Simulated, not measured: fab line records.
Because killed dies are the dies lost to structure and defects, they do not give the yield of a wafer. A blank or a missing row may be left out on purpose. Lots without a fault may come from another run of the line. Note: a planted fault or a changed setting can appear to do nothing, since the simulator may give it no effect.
A single fault, viewed from 2 desks / flow berkeley cmos170 / every desk sees just its own numbers, and what lay behind them comes last

TOOL OWNER'S DESK, implanter-01
The tool's own readings at UCB170_NSD_IMPLANT_08, given as means over the sampled wafers that have a number, one for each lot that went through this tool. Marked OUT: a lot whose mean sits more than 4 standard deviations from the usual mean, which makes it out of limits; the brackets give that distance.
Columns: A = beam on s at UCB170_NSD_IMPLANT_08, usual 10.02 s; B = dose ions cm2 at UCB170_NSD_IMPLANT_08, usual 3e+15; C = end station pressure torr at UCB170_NSD_IMPLANT_08, usual 1.25e-05 Torr; D = faraday current uA at UCB170_NSD_IMPLANT_08, usual 9238
lot=L993; first seen here=day 8 03:17; A=10.04; B=3e+15; C=1.26e-05; D=9238
lot=L994; first seen here=day 8 11:05; A=10.12; B=3e+15; C=1.22e-05; D=9156
lot=L997; first seen here=day 8 11:20; A=10.11; B=3e+15; C=1.22e-05; D=9170
lot=L996; first seen here=day 8 11:37; A=9.97; B=3e+15; C=1.29e-05; D=9256
lot=L101; first seen here=day 9 15:32; A=9.96; B=2e+15 (-99 or more) OUT; C=1.06e-05; D=6562 (-14) OUT
lot=L103; first seen here=day 10 13:16; A=10.06; B=2e+15 (-99 or more) OUT; C=1.05e-05; D=6481 (-15) OUT
lot=L105; first seen here=day 10 20:04; A=10.11; B=2e+15 (-99 or more) OUT; C=1.02e-05; D=6443 (-15) OUT
This desk's verdict: out of limits on L101, L103, L105, starting with L101 at day 9 15:32 (dose ions cm2 at UCB170_NSD_IMPLANT_08). Within limits: L993, L994, L997, L996.

FROM THE METROLOGY DESK
What the gauges read for every lot (on any tool): the sampled wafers with a number, averaged. Marked OUT: a lot whose mean sits more than 4 standard deviations from the usual mean, which makes it out of limits; the brackets give that distance.
Columns: A = NSD_TW at UCB170_NSD_TW_MEAS_10, usual 4189; B = NSD_RS at UCB170_SDANNEAL_RS_MEAS_03, usual 37.23 ohm/sq
lot=L992; first seen here=day 7 07:40; A=4128; B=37.20
lot=L993; first seen here=day 8 03:35; A=4206; B=37.33
lot=L994; first seen here=day 8 11:20; A=4193; B=37.38
lot=L997; first seen here=day 8 11:35; A=4120; B=37.06
lot=L996; first seen here=day 8 11:52; A=4203; B=37.15
lot=L101; first seen here=day 9 15:47; A=4071; B=45.23 (+83) OUT
lot=L103; first seen here=day 10 13:30; A=4070; B=45.14 (+82) OUT
lot=L107; first seen here=day 10 20:05; A=4139; B=37.25
lot=L105; first seen here=day 10 20:19; A=4017; B=45.13 (+81) OUT
lot=L108; first seen here=day 10 20:25; A=4224; B=37.28
lot=L106; first seen here=day 10 20:39; A=4183; B=37.36
lot=L109; first seen here=day 11 11:59; A=4137; B=37.15
lot=L110; first seen here=day 11 12:16; A=4147; B=37.23
lot=L114; first seen here=day 11 23:14; A=4190; B=37.33
lot=L112; first seen here=day 11 23:35; A=4245; B=37.14
Per this desk, out of limits: L101, L103, L105; the first was L101, day 9 17:12 (NSD_RS at UCB170_SDANNEAL_RS_MEAS_03). Within limits: L992, L993, L994, L997, L996, L107, L108, L106, L109, L110, L114, L112.

TAKEN TOGETHER
On L101, L103, L105, at day 9 15:32, an alarm was possible from the tool owner's desk.
The metrology desk could have raised an alarm at day 9 17:12, on L101, L103, L105.
Every lot named ran UCB170_NSD_IMPLANT_08 on implanter-01.

WHAT HAD BEEN PUT IN BY THE SIMULATOR
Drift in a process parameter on implanter-01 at UCB170_NSD_IMPLANT_08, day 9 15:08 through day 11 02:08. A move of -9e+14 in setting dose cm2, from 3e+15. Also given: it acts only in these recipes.
Lots struck among those shown: L101, L103, L105.
Delay (hours) between the fault's onset and each desk's first out-of-limits reading: 0 at the tool owner's desk, 2 at the metrology desk.
